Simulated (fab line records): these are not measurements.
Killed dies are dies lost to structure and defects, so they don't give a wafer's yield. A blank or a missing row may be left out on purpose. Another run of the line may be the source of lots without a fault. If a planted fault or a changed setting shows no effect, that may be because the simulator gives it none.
Which tool was responsible? || flow ritCmos || 15 lots with 45 wafers sampled at 2 steps, on a route of 202 steps

## WHAT THE GAUGES READ, wafer by wafer
No reading from a measuring or inspecting step in the record can be judged against a usual standard deviation.

## EACH LOT AND THE TOOL THAT RAN IT (in order: tool; ch and the chambers of the sampled wafers; start)
{"lot": "L340", "RIT_M1_HARDBAKE_11": "lithoTrack-04 ch 0, day 3 11:01", "RIT_M1_PROBE_99": "-"}
{"lot": "L341", "RIT_M1_HARDBAKE_11": "lithoTrack-01 ch 0, day 3 13:24", "RIT_M1_PROBE_99": "-"}
{"lot": "L342", "RIT_M1_HARDBAKE_11": "lithoTrack-04 ch 0, day 3 22:49", "RIT_M1_PROBE_99": "-"}
{"lot": "L343", "RIT_M1_HARDBAKE_11": "lithoTrack-04 ch 0, day 4 01:32", "RIT_M1_PROBE_99": "-"}
{"lot": "L344", "RIT_M1_HARDBAKE_11": "lithoTrack-04 ch 0, day 4 05:17", "RIT_M1_PROBE_99": "-"}
{"lot": "L345", "RIT_M1_HARDBAKE_11": "lithoTrack-04 ch 0, day 4 09:35", "RIT_M1_PROBE_99": "-"}
{"lot": "L346", "RIT_M1_HARDBAKE_11": "lithoTrack-04 ch 0, day 4 14:29", "RIT_M1_PROBE_99": "-"}
{"lot": "L347", "RIT_M1_HARDBAKE_11": "lithoTrack-02 ch 0, day 4 18:04", "RIT_M1_PROBE_99": "-"}
{"lot": "L348", "RIT_M1_HARDBAKE_11": "lithoTrack-04 ch 0, day 5 03:02", "RIT_M1_PROBE_99": "-"}
{"lot": "L350", "RIT_M1_HARDBAKE_11": "lithoTrack-01 ch 0, day 5 13:38", "RIT_M1_PROBE_99": "-"}
{"lot": "L354", "RIT_M1_HARDBAKE_11": "lithoTrack-04 ch 0, day 6 09:31", "RIT_M1_PROBE_99": "prober-01, day 6 12:13"}
{"lot": "L355", "RIT_M1_HARDBAKE_11": "lithoTrack-04 ch 0, day 6 12:52", "RIT_M1_PROBE_99": "prober-02, day 6 15:25"}
{"lot": "L358", "RIT_M1_HARDBAKE_11": "lithoTrack-04 ch 0, day 7 06:05", "RIT_M1_PROBE_99": "-"}
{"lot": "L362", "RIT_M1_HARDBAKE_11": "lithoTrack-01 ch 0, day 8 03:32", "RIT_M1_PROBE_99": "prober-01, day 8 06:17"}
{"lot": "L363", "RIT_M1_HARDBAKE_11": "lithoTrack-01 ch 0, day 8 08:07", "RIT_M1_PROBE_99": "prober-02, day 8 10:37"}
- RIT_M1_HARDBAKE_11: time 120 s.
- RIT_M1_PROBE_99

## AS READ BY THE TOOLS THEMSELVES (means over the sampled wafers that have a number; for cases with no such wafer, the mark the record gives instead)
RIT_M1_HARDBAKE_11.
{"lot": "L340", "tool": "lithoTrack-04", "heaterPowerTotalW (W)": 52.06, "plateTempC (C)": 140.15}
{"lot": "L341", "tool": "lithoTrack-01", "heaterPowerTotalW (W)": 52.08, "plateTempC (C)": 139.90}
{"lot": "L342", "tool": "lithoTrack-04", "heaterPowerTotalW (W)": 52.00, "plateTempC (C)": 140.07}
{"lot": "L343", "tool": "lithoTrack-04", "heaterPowerTotalW (W)": 52.03, "plateTempC (C)": 139.95}
{"lot": "L344", "tool": "lithoTrack-04", "heaterPowerTotalW (W)": 52.08, "plateTempC (C)": 139.88}
{"lot": "L345", "tool": "lithoTrack-04", "heaterPowerTotalW (W)": 52.01, "plateTempC (C)": 140.01}
{"lot": "L346", "tool": "lithoTrack-04", "heaterPowerTotalW (W)": 52.09, "plateTempC (C)": 140.16}
{"lot": "L347", "tool": "lithoTrack-02", "heaterPowerTotalW (W)": 51.97, "plateTempC (C)": 139.90}
{"lot": "L348", "tool": "lithoTrack-04", "heaterPowerTotalW (W)": 52.03, "plateTempC (C)": 139.87}
{"lot": "L350", "tool": "lithoTrack-01", "heaterPowerTotalW (W)": 52.00, "plateTempC (C)": 139.92}
{"lot": "L354", "tool": "lithoTrack-04", "heaterPowerTotalW (W)": 49.48, "plateTempC (C)": 134.62}
{"lot": "L355", "tool": "lithoTrack-04", "heaterPowerTotalW (W)": 49.42, "plateTempC (C)": 134.52}
{"lot": "L358", "tool": "lithoTrack-04", "heaterPowerTotalW (W)": 49.39, "plateTempC (C)": 134.48}
{"lot": "L362", "tool": "lithoTrack-01", "heaterPowerTotalW (W)": 51.99, "plateTempC (C)": 140.11}
{"lot": "L363", "tool": "lithoTrack-01", "heaterPowerTotalW (W)": 52.05, "plateTempC (C)": 139.97}

RIT_M1_PROBE_99.
{"lot": "L354", "tool": "prober-01", "defectLimitedYield (%)": 98.1, "killed_at_M0_to_M3": 0.0, "killedAtContacts": 0.0, "killedAtFrontEnd": 5, "killedDies": 5, "killedOpen": 1.7, "killedShort": 3.3, "sort_bin_3_pad_short (%)": 0.1, "sort_bin_5_function (%)": 1.3, "sort_bin_6_memory (%)": 0.5, "sortNPass": 259, "sortYieldPct (%)": 98.1}
{"lot": "L355", "tool": "prober-02", "defectLimitedYield (%)": 97.5, "killed_at_M0_to_M3": 0.0, "killedAtContacts": 0.0, "killedAtFrontEnd": 7, "killedDies": 7, "killedOpen": 4.7, "killedShort": 2.0, "sort_bin_3_pad_short (%)": 0.0, "sort_bin_5_function (%)": 1.6, "sort_bin_6_memory (%)": 0.9, "sortNPass": 257, "sortYieldPct (%)": 97.5}
{"lot": "L362", "tool": "prober-01", "defectLimitedYield (%)": 97.2, "killed_at_M0_to_M3": 0.0, "killedAtContacts": 0.0, "killedAtFrontEnd": 7, "killedDies": 7, "killedOpen": 3.7, "killedShort": 3.3, "sort_bin_3_pad_short (%)": 0.7, "sort_bin_5_function (%)": 1.0, "sort_bin_6_memory (%)": 1.2, "sortNPass": 257, "sortYieldPct (%)": 97.2}
{"lot": "L363", "tool": "prober-02", "defectLimitedYield (%)": 96.3, "killed_at_M0_to_M3": 0.0, "killedAtContacts": 0.0, "killedAtFrontEnd": 10, "killedDies": 10, "killedOpen": 4.0, "killedShort": 5.7, "sort_bin_3_pad_short (%)": 0.1, "sort_bin_5_function (%)": 2.3, "sort_bin_6_memory (%)": 1.3, "sortNPass": 254, "sortYieldPct (%)": 96.3}

## THE ANSWER, worked out from the rows above alone
Rule: what is usual is taken from the lots themselves. Put in order of their means at a reading, lots are off if they are a third of the lots or fewer, leave a main group of 4 or more, and stand apart from it by a gap of 3 or more times the standard deviation of the main group's means; of several such gaps the widest counts. If all means in a main group match to the digits the tables above print for the reading, that group is not used. A lot without any number at a reading at which 4 lots or more have one is off too. The other lots that the step has rows for count as sound. After the gauges, taken in route order, come the tools' own readings; for these a lot's mean is taken, as printed above. At the first step where some lot is off, the reading lying furthest off is the one used; lots without a number count as furthest.
Off: L354, L355, L358, at RIT_M1_HARDBAKE_11 (heaterPowerTotalW). The main group has a mean of 52.03 W with a standard deviation of 0.038.
A tool fits if, at that step or a process step before it, it ran every lot that is off, and no sound lot after the first of them. One fits: RIT_M1_HARDBAKE_11 on lithoTrack-04. Its last sound lot is L348 (day 5 03:02), its first lot that is off L354 (day 6 09:31): a fault that began between those two fits.
The tool's own readings at RIT_M1_HARDBAKE_11 bear it out: on the lots that are off they differ by more than 5 times the standard deviation of the sound lots' means. heaterPowerTotalW reads 49.43 W there against 52.03 W on the sound lots; plateTempC reads 134.54 C there against 139.99 C on the sound lots.

## WHAT HAD BEEN PUT IN BY THE SIMULATOR
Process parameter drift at RIT_M1_HARDBAKE_11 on lithoTrack-04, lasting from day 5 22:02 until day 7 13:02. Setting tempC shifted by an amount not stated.
Shown lots that were struck: L354, L355, L358. Same finding as the rule above.
